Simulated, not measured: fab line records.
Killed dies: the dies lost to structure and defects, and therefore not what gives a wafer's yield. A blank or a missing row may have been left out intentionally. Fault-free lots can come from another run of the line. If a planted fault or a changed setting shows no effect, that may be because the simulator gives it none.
fab line records	flow ritCmos
record: lots: 6	wafers: 18	lastDay: 6
route steps=202 shown NRETRO@60 PRETRO@64 M1@202
lots that met no fault: from a run of the same line without faults
startH: hours from the record's opening day to when the first of the lot's shown wafers began	waitH: hours elapsed since this lot's preceding step	" repeats the value in the row above	L1.1+2: one row covering several wafers at once	- value missing, or start not given	* or withheld: withheld	< > ~ a bound
route shown NAME@n: a module of which the file shows steps, and the number in the route of the first	usual: average and standard deviation across the fault-free wafers	same: alike in all rows	chamber/n: place in a boat	sites: per-site readings	_std_site: standard deviation across them	_edge_site: the outer-site mean with the inner-site mean subtracted	radiusMm: for every site, how far away it sits from the centre of the wafer	mask NAME#n: copy n	behind: the last tool/chamber to shape the wafer	hold: what put the lot on hold/how long, in hours/how the hold closed	device: which transistor (n, p or np) failed to switch	end of line: tests of these same wafers at the route's end	for a step that has no rows: nothing shown but its recipe	killed: the dies lost at the first sort to structure and to defects; this is not the yield of the wafer	map: shows each die of a wafer: x if killed, . if not, _ if none is there
set.NAME: setting as actually run; set.NAME@STEP: the setting as run at that earlier step	model.NAME: the simulator's own value behind a step, which no gauge read
a table for each step, a row for each wafer; lots at some steps of the route
services: a tool's chamber out of use, with start hour (startH, from the record's first day; less than 0 if before it), hours out, and reason
== steps ==
step: RIT_NRETRO_HARDBAKE_07
recipe: resist: NOVOLAK	tempC: 140	timeS: 120
step: RIT_NRETRO_IMPLANT_08
recipe: species: P	energyKev: 70	doseCm2: 1e+13	tiltDeg: 7
step: RIT_NRETRO_STRIP_09
recipe: chemistry: O2	timeS: 180	resist: NOVOLAK	platenTempC: withheld	powerW: 500	pressureMtorr: 4000	o2FlowSccm: 4000
usual: drypumpMotorCurrentA: 6.0/0.41
lot.wafer	tool	chamber	startH	waitH	drypumpMotorCurrentA	rfHoursCounterH
L316.3	plasmaAsher-04	1	35.01	0.1	5.5	-
L316.4	"	0	"	"	6.8	-
L316.5	"	0	"	"	6.8	-
L318.1	plasmaAsher-01	1	44.67	0.1	6.2	40
L318.3	"	1	"	"	6.1	-
L318.5	"	0	"	"	5.9	-
L324.2	plasmaAsher-04	0	76.63	0.1	6.8	29
L324.4	"	1	"	"	5.5	-
L324.6	"	0	"	"	6.8	-
L326.2	plasmaAsher-04	1	87.36	0.1	5.5	30
L326.3	"	1	"	"	5.5	-
L326.6	"	1	"	"	5.5	-
L328.2	plasmaAsher-04	0	97.55	0.1	6.8	31
L328.5	"	1	"	"	5.4	-
L328.6	"	0	"	"	6.8	-
L332.1	plasmaAsher-02	1	114.69	0.1	5.7	48
L332.2	"	0	"	"	6.0	48
L332.4	"	1	"	"	5.8	-
step: RIT_NRETRO_TW_MEAS_10
usual: NRETRO_TW: 1040/12
lot.wafer	tool	chamber	startH	waitH	NRETRO_TW
L316.3	filmMetro-03	-	35.14	0.1	1056
L316.4	"	-	"	"	1057
L316.5	"	-	"	"	1055
L318.1	filmMetro-02	-	44.84	0.1	1046
L318.3	"	-	"	"	1043
L318.5	"	-	"	"	1046
L324.2	filmMetro-02	-	76.82	0.1	1043
L324.4	"	-	"	"	1042
L324.6	"	-	"	"	1049
L326.2	filmMetro-01	-	87.54	0.1	1029
L326.3	"	-	"	"	1026
L326.6	"	-	"	"	1032
L328.2	filmMetro-02	-	97.73	0.1	1051
L328.5	"	-	"	"	1049
L328.6	"	-	"	"	1052
L332.1	filmMetro-01	-	114.86	0.1	1029
L332.2	"	-	"	"	1021
L332.4	"	-	"	"	1022
step: RIT_PRETRO_HMDS_00
recipe: primeTimeS: 60	primeTempC: 140
step: RIT_PRETRO_COAT_01
recipe: resist: NOVOLAK	spinRpm: 2000	resistThkNm: 1300
step: RIT_PRETRO_SOFTBAKE_02
recipe: resist: NOVOLAK	tempC: 90	timeS: 60
step: RIT_PRETRO_EXPOSE_03
recipe: maskId: M5	na: 0.57	targetCdNm: 43700	doseMj: 250
step: RIT_PRETRO_PEB_04
recipe: resist: NOVOLAK	tempC: withheld	timeS: withheld
step: RIT_PRETRO_DEVELOP_05
recipe: resist: NOVOLAK	developTimeS: 68	devTempC: 23
step: RIT_PRETRO_OVL_MEAS_06
usual: PRETRO_OVL: 1.4/1.4
lot.wafer	tool	chamber	startH	waitH	PRETRO_OVL[nm]
L316.3	overlay-02	-	36.20	-	2.2
L316.4	"	-	"	"	3.0
L316.5	"	-	"	"	2.2
L318.1	overlay-02	-	45.78	-	0.1
L318.3	"	-	"	"	3.3
L318.5	"	-	"	"	2.4
L324.2	overlay-01	-	77.88	-	0.4
L324.4	"	-	"	"	0.1
L324.6	"	-	"	"	0.7
L326.2	overlay-02	-	88.69	-	0.7
L326.3	"	-	"	"	0.0
L326.6	"	-	"	"	1.6
L328.2	overlay-01	-	98.67	-	2.9
L328.5	"	-	"	"	3.2
L328.6	"	-	"	"	1.8
L332.1	overlay-01	-	115.80	-	2.9
L332.2	"	-	"	"	2.1
L332.4	"	-	"	"	1.2
step: RIT_PRETRO_HARDBAKE_07
recipe: resist: NOVOLAK	tempC: 140	timeS: 120
step: RIT_PRETRO_IMPLANT_08
recipe: species: B	energyKev: 45	doseCm2: 1.2e+13	tiltDeg: 7
usual: beamEnergyKeV: 45.003/0.014	tiltDeg: 6.996/0.018
lot.wafer	tool	chamber	startH	waitH	beamEnergyKeV	tiltDeg	model.implant.rpNm	model.implant.drpNm
L316.3	implanter-04	0	36.69	0.2	45.022	6.998	143.7	55.07
L316.4	"	0	"	"	45.002	6.977	143.7	55.07
L316.5	"	0	"	"	45.003	6.974	143.7	55.07
L318.1	implanter-01	0	46.07	0.2	45.014	7.011	144.4	55.07
L318.3	"	0	"	"	45.023	6.976	144.4	55.07
L318.5	"	0	"	"	45.003	7.015	144.4	55.07
L324.2	implanter-04	0	78.18	0.2	54.700	7.011	170.9	61.55
L324.4	"	0	"	"	54.683	6.999	170.9	61.55
L324.6	"	0	"	"	54.696	7.009	170.9	61.55
L326.2	implanter-01	0	89.00	0.2	44.988	7.004	148.5	55.07
L326.3	"	0	"	"	45.014	6.990	148.5	55.07
L326.6	"	0	"	"	45.032	7.012	148.5	55.07
L328.2	implanter-04	0	98.97	0.2	54.700	7.007	172.7	61.55
L328.5	"	0	"	"	54.672	6.991	172.7	61.55
L328.6	"	0	"	"	54.701	6.963	172.7	61.55
L332.1	implanter-01	0	116.09	0.2	45.002	7.014	141	55.07
L332.2	"	0	"	"	44.992	6.999	141	55.07
L332.4	"	0	"	"	44.976	7.003	141	55.07
step: RIT_PRETRO_STRIP_09
recipe: chemistry: O2	timeS: 180	resist: NOVOLAK	platenTempC: withheld	powerW: 500	pressureMtorr: 4000	o2FlowSccm: 4000
usual: drypumpMotorCurrentA: 6.01/0.18
lot.wafer	tool	chamber	startH	waitH	drypumpMotorCurrentA	rfHoursCounterH
L316.3	plasmaAsher-01	0	36.85	0.1	5.90	-
L316.4	"	1	"	"	6.16	-
L316.5	"	1	"	"	6.11	-
L318.1	plasmaAsher-02	1	46.22	0.1	5.77	39
L318.3	"	0	"	"	5.97	-
L318.5	"	0	"	"	5.97	-
L324.2	plasmaAsher-01	1	78.31	0.1	6.19	44
L324.4	"	1	"	"	6.14	-
L324.6	"	1	"	"	6.12	-
L326.2	plasmaAsher-02	0	89.12	0.1	5.94	44
L326.3	"	1	"	"	5.71	-
L326.6	"	0	"	"	5.97	-
L328.2	plasmaAsher-03	1	99.10	0.1	6.29	47
L328.5	"	0	"	"	5.90	-
L328.6	"	1	"	"	6.29	-
L332.1	plasmaAsher-03	1	116.24	0.1	6.29	49
L332.2	"	0	"	"	5.86	49
L332.4	"	0	"	"	5.89	-
step: RIT_PRETRO_TW_MEAS_10
usual: PRETRO_TW: 470/4.1
lot.wafer	tool	chamber	startH	waitH	hold	PRETRO_TW
L316.3	filmMetro-02	-	36.99	0.1	-	474
L316.4	"	-	"	"	-	474
L316.5	"	-	"	"	-	474
L318.1	filmMetro-04	-	46.39	0.1	-	464
L318.3	"	-	"	"	-	464
L318.5	"	-	"	"	-	465
L324.2	filmMetro-04	-	78.49	0.1	-	481
L324.4	"	-	"	"	-	482
L324.6	"	-	"	"	-	479
L326.2	filmMetro-04	-	89.31	0.1	-	466
L326.3	"	-	"	"	-	467
L326.6	"	-	"	"	-	465
L328.2	filmMetro-02	-	99.28	0.1	awaitDispo/0.2h/release	492
L328.5	"	-	"	"	awaitDispo/0.2h/release	487
L328.6	"	-	"	"	awaitDispo/0.2h/release	487
L328.2	filmMetro-02	-	99.56	0.3	-	487
L328.5	"	-	"	"	-	489
L328.6	"	-	"	"	-	488
L332.1	filmMetro-04	-	116.41	0.1	-	465
L332.2	"	-	"	"	-	465
L332.4	"	-	"	"	-	467
step: RIT_M1_PROBE_99
usual: killedAtContacts: 0.1/0.38	killedAtFrontEnd: 6.9/2.9	killedDies: 7.1/3	killedOpen: 3.5/2.1	killedShort: 3.5/2
same: grossDies: 264	killed_at_M0_to_M3: 0	killed_at_M4_up: 0	killedAtBackSide: 0	killedAtOther: 0
lot.wafer	tool	chamber	startH	waitH	killedAtContacts	killedAtFrontEnd	killedDies	killedOpen	killedShort	model.etest.nmos_0p3.rOnOhmUm	model.etest.nmosTurned.driveUaUm	model.etest.nmos_0p15.driveUaUm	model.etest.nmosNarrow.driveUaUm	model.etest.nmos_0p3.driveUaUm	model.etest.nmos_0p15.offLog10AUm	model.etest.retroEdgeNmos.offLog10AUm	model.etest.ring.quietLog10A
L316.3	prober-01	-	65.44	0.2	1	9	10	4	6	2144	333.5	474.3	234.6	227.8	-10.1	-9.876	-7.74
L316.4	prober-01	-	65.49	0.2	0	10	10	2	8	2161	328.1	461.2	232.9	224.5	-10.3	-10.09	-7.843
L316.5	prober-01	-	65.54	0.2	0	12	12	7	5	2184	322.9	458.8	231.6	225.1	-10.28	-10.38	-7.976
L318.1	prober-01	-	72.81	0.1	0	7	7	4	3	2163	352.4	476.3	227.6	226	-9.962	-9.935	-7.709
L318.3	prober-01	-	72.91	0.2	0	8	8	4	4	2233	330.6	450.6	218	218.1	-10.25	-10.2	-7.939
L318.5	prober-01	-	73.01	0.2	0	5	5	2	3	2176	348.1	470.5	228.1	223	-10.15	-10.08	-7.779
L324.2	prober-02	-	106.67	0.1	1	5	6	1	5	2020	356.5	498.7	254.9	254.1	-9.448	-9.359	-7.381
L324.4	prober-02	-	106.77	0.2	0	6	6	1	5	2047	353.5	483.4	250.2	247.8	-9.699	-9.477	-7.578
L324.6	prober-02	-	106.87	0.2	1	4	5	2	3	2030	357.9	480.1	252.4	249.9	-9.675	-9.559	-7.591
L326.2	prober-02	-	116.28	0.1	0	3	3	1	2	2187	305.9	440.4	224.8	226.6	-10.58	-10.47	-8.068
L326.3	prober-02	-	116.33	0.2	0	6	6	5	1	2157	303.5	440.7	224.2	228.3	-10.75	-10.59	-8.19
L326.6	prober-02	-	116.48	0.2	0	5	5	4	1	2141	308.6	451.3	226.5	229.5	-10.55	-10.34	-8.166
L328.2	prober-01	-	129.97	0.1	0	3	3	2	1	-	-	-	-	-	-	-	-
L328.5	prober-01	-	130.12	0.2	2	9	11	4	7	-	-	-	-	-	-	-	-
L328.6	prober-01	-	130.17	0.2	0	5	5	3	2	-	-	-	-	-	-	-	-
L332.1	prober-02	-	141.85	0.1	1	3	4	1	3	2239	297.9	422.5	208.9	209.9	-10.97	-10.84	-8.466
L332.2	prober-02	-	141.90	0.1	0	5	5	4	1	2172	317.7	452.6	220.1	219.9	-10.37	-10.31	-8.045
L332.4	prober-02	-	142.00	0.2	0	5	5	1	4	2201	309.3	431.4	215.4	213.6	-10.7	-10.53	-8.326
killed by level:class
L316.3 GATE:geometricParticle:open=4 GATE:geometricParticle:short=4 FOX2:geometricParticle:short=1 CONTACT:geometricParticle:short=1
L316.4 SPACER:geometricParticle:short=4 FOX2:geometricParticle:short=3 FOX1:geometricParticle:short=1 GATE:geometricParticle:open=1 SPACER:geometricParticle:open=1
L316.5 GATE:geometricParticle:open=3 FOX1:geometricParticle:short=2 FOX2:geometricParticle:open=2 FOX1:geometricParticle:open=1 GATE:geometricParticle:short=1 REOX:geometricParticle:short=1 REOX:geometricParticle:open=1 SILICIDE:geometricParticle:short=1
L318.1 GATE:geometricParticle:open=3 REOX:geometricParticle:short=2 FOX1:geometricParticle:short=1 REOX:geometricParticle:open=1
L318.3 SPACER:geometricParticle:short=3 GATE:geometricParticle:open=2 SPACER:geometricParticle:open=2 GATE:geometricParticle:short=1
L318.5 FOX1:geometricParticle:short=3 FOX1:geometricParticle:open=1 SPACER:geometricParticle:open=1
L324.2 GATE:geometricParticle:short=3 SPACER:geometricParticle:open=1 SILICIDE:geometricParticle:short=1 CONTACT:geometricParticle:short=1
L324.4 SILICIDE:geometricParticle:short=2 FOX1:geometricParticle:short=1 GATE:geometricParticle:short=1 REOX:geometricParticle:open=1 SPACER:geometricParticle:short=1
L324.6 FOX1:geometricParticle:short=3 REOX:geometricParticle:open=1 CONTACT:geometricParticle:open=1
L326.2 FOX1:geometricParticle:short=1 FOX1:geometricParticle:open=1 SILICIDE:geometricParticle:short=1
L326.3 SPACER:geometricParticle:open=2 FOX1:geometricParticle:open=1 REOX:geometricParticle:short=1 REOX:geometricParticle:open=1 SILICIDE:geometricParticle:open=1
L326.6 FOX1:geometricParticle:open=1 GATE:geometricParticle:short=1 GATE:geometricParticle:open=1 SPACER:geometricParticle:open=1 SILICIDE:geometricParticle:open=1
L328.2 SPACER:geometricParticle:open=2 SPACER:geometricParticle:short=1
L328.5 GATE:geometricParticle:short=2 GATE:geometricParticle:open=2 ACTIVE:geometricParticle:short=1 FOX2:geometricParticle:short=1 FOX2:geometricParticle:open=1 SPACER:geometricParticle:short=1 SILICIDE:geometricParticle:short=1 CONTACT:geometricParticle:short=1
L328.6 GATE:geometricParticle:open=1 SPACER:geometricParticle:open=1 SPACER:geometricParticle:short=1 SILICIDE:geometricParticle:open=1 SILICIDE:geometricParticle:short=1
L332.1 GATE:geometricParticle:short=1 REOX:geometricParticle:short=1 SILICIDE:geometricParticle:short=1 CONTACT:geometricParticle:open=1
L332.2 GATE:geometricParticle:open=2 FOX1:geometricParticle:open=1 GATE:geometricParticle:short=1 REOX:geometricParticle:open=1
L332.4 FOX2:geometricParticle:short=1 GATE:geometricParticle:short=1 REOX:geometricParticle:short=1 REOX:geometricParticle:open=1 SPACER:geometricParticle:short=1
== services ==
tool	chamber	startH	hours	kind
implanter-01	-	11.32	4.7	pm
implanter-04	-	25.48	0.5	repair
plasmaAsher-03	-	45.70	3.9	repair
implanter-04	-	54.61	3.2	pm
plasmaAsher-04	-	67.36	4.3	pm
plasmaAsher-01	-	86.36	44.0	repair
implanter-04	-	112.19	1.7	repair
== key ==
firstSign: step: RIT_PRETRO_IMPLANT_08	reading: beamEnergyKeV	direction: up	sigmas: 99+	usual: 45.003	struck: 54.692
effect: step: RIT_PRETRO_TW_MEAS_10	reading: visit	direction: added
modelEffect: step: RIT_PRETRO_IMPLANT_08	value: implant.rpNm	without: 143.2	struck: 171.8
modelEffect: step: RIT_M1_PROBE_99	value: etest.nmos_0p3.rOnOhmUm	without: 2140	struck: 2032
metAt RIT_PRETRO_IMPLANT_08
struckWafers L324.2,L324.4,L324.6,L328.2,L328.5,L328.6
testerLeftOut L324,L328
onsetBetween 36.69 78.18
fault: kind: processParameterDrift	tool: implanter-04	chamber: -	onsetH: 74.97	steps: RIT_PRETRO_IMPLANT_08	channel: energyKev	offset: 9.6888	shape: step	endH: 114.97	actsIn: theseRecipesOnly	stated: 45
testerLeftOut: of these lots the tester's yield and bins aren't shown, on N5 and GAA mostly nor the transistor test; their killed dies are dies lost to structure and defects alone, not to doping, threshold or leakage, so they don't give the yield
